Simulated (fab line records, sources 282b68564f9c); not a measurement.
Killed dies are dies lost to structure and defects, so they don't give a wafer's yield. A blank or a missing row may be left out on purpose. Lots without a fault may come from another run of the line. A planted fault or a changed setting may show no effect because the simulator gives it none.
Which tool did it? | flow rit_cmos | 13 lots, 39 wafers sampled, at 3 steps of a route of 202

WHAT THE GAUGES READ, wafer by wafer
RIT_M1_CD_MEAS_09: target cd 2600 nm.
lot  | measured    | on        | cd_nm (nm)
L688 | day 3 12:43 | cd_sem-01 | 2599.2 2597.7 2598.9
L689 | day 3 16:19 | cd_sem-02 | 2599.9 2600.8 2600.7
L690 | day 3 20:37 | cd_sem-02 | 2603.8 2605.0 2604.6
L691 | day 4 03:17 | cd_sem-01 | 2599.9 2599.0 2600.0
L693 | day 4 12:42 | cd_sem-02 | 2600.2 2602.9 2603.4
L694 | day 4 16:29 | cd_sem-01 | 2598.3 2597.6 2594.7
L695 | day 4 22:53 | cd_sem-01 | 2249.4 2249.4 2248.0
L704 | day 6 19:14 | cd_sem-02 | 2597.2 2596.5 2600.8
L705 | day 6 23:57 | cd_sem-02 | 2599.7 2599.7 2599.6
L706 | day 7 05:38 | cd_sem-01 | 2602.9 2599.9 2602.2
L707 | day 7 10:42 | cd_sem-02 | 2600.9 2599.1 2599.3
L708 | day 7 14:47 | cd_sem-01 | 2603.1 2602.2 2602.0
L709 | day 7 20:12 | cd_sem-01 | 2605.1 2602.8 2606.8

RIT_M1_CD_MEAS_90: target cd 2600 nm.
lot  | measured    | on        | cd_nm (nm)
L688 | day 3 13:38 | cd_sem-01 | 2598.1 2599.5 2599.6
L689 | day 3 17:14 | cd_sem-01 | 2603.5 2599.3 2604.5
L690 | day 3 21:32 | cd_sem-02 | 2603.0 2603.8 2602.9
L691 | day 4 04:14 | cd_sem-01 | 2602.3 2599.5 2601.3
L693 | day 4 13:38 | cd_sem-02 | 2600.4 2604.7 2603.7
L694 | day 4 17:26 | cd_sem-02 | 2601.0 2598.1 2593.8
L695 | day 4 23:49 | cd_sem-01 | 2253.3 2252.4 2246.1
L704 | day 6 20:11 | cd_sem-02 | 2597.5 2600.2 2599.4
L705 | day 7 00:52 | cd_sem-02 | 2599.0 2600.1 2602.7
L706 | day 7 06:34 | cd_sem-01 | 2599.9 2603.3 2599.8
L707 | day 7 11:37 | cd_sem-02 | 2601.3 2601.0 2599.4
L708 | day 7 15:44 | cd_sem-01 | 2604.6 2603.5 2603.0
L709 | day 7 21:07 | cd_sem-01 | 2608.6 2601.0 2604.8

WHICH TOOL RAN EACH LOT (tool, then ch and the chambers of the sampled wafers, then the start)
lot  | RIT_M1_EXPOSE_06
L688 | iline_stepper-01 ch 0, day 3 12:12
L689 | iline_stepper-01 ch 0, day 3 15:53
L690 | iline_stepper-01 ch 0, day 3 20:11
L691 | iline_stepper-02 ch 0, day 4 02:52
L693 | iline_stepper-02 ch 0, day 4 12:16
L694 | iline_stepper-01 ch 0, day 4 16:03
L695 | iline_stepper-01 ch 0, day 4 22:28
L704 | iline_stepper-02 ch 0, day 6 18:49
L705 | iline_stepper-01 ch 0, day 6 23:31
L706 | iline_stepper-02 ch 0, day 7 05:13
L707 | iline_stepper-01 ch 0, day 7 10:15
L708 | iline_stepper-02 ch 0, day 7 14:22
L709 | iline_stepper-01 ch 0, day 7 19:46
- RIT_M1_EXPOSE_06: exposes mask M12, target cd 2600 nm.

WHAT THE TOOLS THEMSELVES READ (means of the sampled wafers that have a number; where no wafer has one, the mark that the record gives instead)
RIT_M1_EXPOSE_06.
lot  | tool             | focus_offset_nm (nm)
L688 | iline_stepper-01 | -0.1
L689 | iline_stepper-01 | 0.9
L690 | iline_stepper-01 | -0.3
L691 | iline_stepper-02 | 0.0
L693 | iline_stepper-02 | 0.1
L694 | iline_stepper-01 | -0.2
L695 | iline_stepper-01 | -0.2
L704 | iline_stepper-02 | 0.3
L705 | iline_stepper-01 | 0.8
L706 | iline_stepper-02 | -0.5
L707 | iline_stepper-01 | 0.0
L708 | iline_stepper-02 | 0.4
L709 | iline_stepper-01 | 0.1

THE ANSWER, worked out from the rows above alone
Rule: what is usual is taken from the lots themselves. Put in order of their means at a reading, lots are off if they are a third of the lots or fewer, leave a main group of 4 or more, and stand apart from it by a gap of 3 or more times the standard deviation of the main group's means; of several such gaps the widest counts. A main group whose means are all the same, to the digits that the tables above print for the reading, isn't used. A lot without any number at a reading at which 4 lots or more have one is off too. The other lots that the step has rows for count as sound. The gauges are gone through in route order, then the tools' own readings, and for those a lot's mean is taken as printed above. The first step at which some lot is off is used, and at that step the reading that is off furthest; a lot without a number counts as furthest.
Off: L695, at RIT_M1_CD_MEAS_09 (cd_nm). The main group: mean 2600.7 nm, standard deviation 2.4.
A tool fits if, at a process step before that reading, it ran every lot that is off, and no sound lot after the first of them. The gauges at RIT_M1_CD_MEAS_09 are tried like those tools. None of those tried fits.

WHAT THE SIMULATOR HAD PUT IN
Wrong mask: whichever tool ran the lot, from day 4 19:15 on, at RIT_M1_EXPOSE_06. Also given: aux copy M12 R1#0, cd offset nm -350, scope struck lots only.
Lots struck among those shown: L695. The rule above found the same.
